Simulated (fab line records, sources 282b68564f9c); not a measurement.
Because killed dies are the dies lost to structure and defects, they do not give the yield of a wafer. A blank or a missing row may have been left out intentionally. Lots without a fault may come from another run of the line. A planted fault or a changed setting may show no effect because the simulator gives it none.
Struck lot and sound lot, side by side / flow rit cmos / 45 steps out of a route of 202
Sound: the wafers L711.3, L711.4, L711.5. Wafers struck: L725.1, L725.3, L725.4. The cause is given at the end.
For every step that has rows: the tool of each side, followed by ch and its chambers, followed by its first start. Under that, the readings that differ: sound wafers / struck wafers / difference of the means / sigmas: that difference in standard deviations of wafers without a fault.
alike: same words and numbers on both sides, and readings whose means sit less than 2 such deviations apart. not compared: any withheld reading, any reading some wafer has no value for, any bound like >300 that may hide the same value, and any number with overlapping values for which the record gives no deviation.
Wherever a step has rows on one side only, a row that says differs or no value, or a row with sigmas, the two part there. Numbers that have no deviation but don't overlap get no sigmas and don't part them. A reading missing from all wafers of one side parts the sides only when that side holds two or more wafers.

RIT_GATE_CD_MEAS_16: the cd target is 150 nm.
  sound on cd sem-02 at day 3 11:32; struck on cd sem-02 at day 6 10:07
reading=cd nm (nm); sound=153.1 154.0 154.0; struck=144.7 145.9 143.7; difference=-8.9; sigmas=-3
RIT_GATE_OVL_MEAS_17:
  sound on overlay-02 at day 3 11:38; struck on overlay-02 at day 6 10:14
  alike: GATE_OVL
then, 1 step without rows for these wafers: RIT_GATE_HARDBAKE_18 (time 60 s).
RIT_GATE_ETCH_19: etches poly-Si in SF6/CHF3/O2, stops on SiO2, time 165 s, target depth 312.5 nm.
  sound on rie si-02 ch 0,3, day 3 11:48; struck on rie si-02 ch 1,2,3, day 6 10:26
  alike: drypump motor current A, oes product au, throttle valve pct
  not compared: rf hours counter h
RIT_GATE_STRIP_20: strips in O2, time 180 s.
  sound on plasma asher-01 ch 0,1, day 3 11:58; struck on plasma asher-01 ch 0,1, day 6 10:32
  alike: drypump motor current A
  not compared: rf hours counter h
RIT_GATE_CD_MEAS_90: the cd target is 150 nm.
  sound on cd sem-01 at day 3 12:07; struck on cd sem-01 at day 6 10:43
reading=cd nm (nm); sound=153 154 154; struck=145 146 144; difference=-9; sigmas=-3
then, 4 steps without rows for these wafers: RIT_REOX_CLEAN_00 (cleans in SC1, time 600 s); RIT_REOX_CLEAN_01 (cleans in dHF, time 30 s); RIT_REOX_CLEAN_02 (cleans in SC2, time 586.1 s); RIT_REOX_OXIDATION_03 (target thk 25.2 nm, ox time 5580 s).
RIT_REOX_THK_MEAS_04:
  sound on film metro-01 at day 3 16:15; struck on film metro-03 at day 6 16:24
  alike: REOX_OXIDE_THK
then, 1 step without rows for these wafers: RIT_NLDD_HMDS_00 (prime time 60 s).
RIT_NLDD_COAT_01: resist thk 1000 nm.
  struck on litho track-01, day 6 16:37; sound on litho track-03 ch 0, day 3 16:29
  no value came back on the struck wafers for chill plate temp C (C), dispense pressure kPa (kPa); on the sound wafers chill plate temp C (C) reads 22.80 23.02 22.86
then, 4 steps without rows for these wafers: RIT_NLDD_SOFTBAKE_02 (time 60 s); RIT_NLDD_EXPOSE_03 (exposes mask M7, target cd 40700 nm); RIT_NLDD_PEB_04; RIT_NLDD_DEVELOP_05 (develop time 50 s).
RIT_NLDD_OVL_MEAS_06:
  sound on overlay-01 at day 3 17:16; struck on overlay-02 at day 6 17:19
reading=NLDD_OVL (nm); sound=-1.4 -0.6 -2.4; struck=- - -; difference=no value on the struck wafers; sigmas=
then, 2 steps without rows for these wafers: RIT_NLDD_HARDBAKE_07 (time 60 s); RIT_NLDD_IMPLANT_08.
RIT_NLDD_STRIP_09: strips in O2, time 180 s.
  sound on plasma asher-04 ch 0,1, day 3 17:40; struck on plasma asher-04 ch 0,1, day 6 17:39
  alike: drypump motor current A
  not compared: rf hours counter h
RIT_NLDD_TW_MEAS_10:
  sound on film metro-01 at day 3 17:47; struck on film metro-04 at day 6 17:49
  alike: NLDD_TW
then, 6 steps without rows for these wafers: RIT_PLDD_HMDS_00 (prime time 60 s); RIT_PLDD_COAT_01 (resist thk 1000 nm); RIT_PLDD_SOFTBAKE_02 (time 60 s); RIT_PLDD_EXPOSE_03 (exposes mask M8, target cd 40900 nm); RIT_PLDD_PEB_04; RIT_PLDD_DEVELOP_05 (develop time 50 s).
RIT_PLDD_OVL_MEAS_06:
  sound on overlay-01 at day 3 18:41; struck on overlay-01 at day 6 18:44
  alike: PLDD_OVL
then, 2 steps without rows for these wafers: RIT_PLDD_HARDBAKE_07 (time 60 s); RIT_PLDD_IMPLANT_08.
RIT_PLDD_STRIP_09: strips in O2, time 180 s.
  sound on plasma asher-01 ch 0,1, day 3 19:05; struck on plasma asher-04 ch 0,1, day 6 19:04
  alike: drypump motor current A
  not compared: rf hours counter h
RIT_PLDD_TW_MEAS_10:
  sound on film metro-01 at day 3 19:13; struck on film metro-02 at day 6 19:14
reading=PLDD_TW; sound=2356 2355 2346; struck=2900 2891 2885; difference=+540; sigmas=+45
then, 4 steps without rows for these wafers: RIT_SPACER_CLEAN_00 (cleans in SC1, time 600 s); RIT_SPACER_CLEAN_01 (cleans in dHF, time 30 s); RIT_SPACER_CLEAN_02 (cleans in SC2, time 600 s); RIT_SPACER_CVD_03 (deposits Si3N4 from SiH2Cl2/NH3, target thk 250 nm, time 3300 s).
RIT_SPACER_THK_MEAS_04:
  sound on film metro-03 at day 3 21:34; struck on film metro-02 at day 6 21:36
  alike: SPACER_NITRIDE_THK
RIT_SPACER_ETCHBACK_05: etches Si3N4 in SF6/CHF3, stops on SiO2, target depth 250 nm, time 240 s.
  sound on rie diel-04 ch 0,1,3, day 3 21:37; struck on rie diel-02 ch 1,2,3, day 6 21:40
  alike: drypump motor current A, oes product au, throttle valve pct
  not compared: rf hours counter h
then, 3 steps without rows for these wafers: RIT_NSD_HMDS_00 (prime time 60 s); RIT_NSD_COAT_01 (resist thk 1000 nm); RIT_NSD_SOFTBAKE_02 (time 60 s).
RIT_NSD_TW_MEAS_10:
  sound on film metro-01 at day 3 23:16; struck on film metro-01 at day 6 23:18
reading=NSD_TW; sound=3143 3134 3137; struck=3374 3373 3375; difference=+236; sigmas=+15
RIT_PSD_TW_MEAS_10:
  sound on film metro-04 at day 4 00:54; struck on film metro-01 at day 7 00:56
reading=PSD_TW; sound=3468 3472 3451; struck=3520 3540 3531; difference=+67; sigmas=+4
RIT_M1_PROBE_99:
  sound on prober-01 at day 4 09:09; struck on prober-01 at day 7 09:11
reading=killed at front end; sound=9 4 4; struck=264 264 264; difference=+258; sigmas=+81
reading=killed dies; sound=9 4 4; struck=264 264 264; difference=+258; sigmas=+81
reading=killed on rim; sound=2 0 2; struck=70 70 70; difference=+69; sigmas=+49
  alike: killed at contacts, killed open, killed short

## WHERE THEY PART
First at RIT_GATE_CD_MEAS_16; last, within this record, at RIT_M1_PROBE_99.

WHY: the cause the simulator had injected
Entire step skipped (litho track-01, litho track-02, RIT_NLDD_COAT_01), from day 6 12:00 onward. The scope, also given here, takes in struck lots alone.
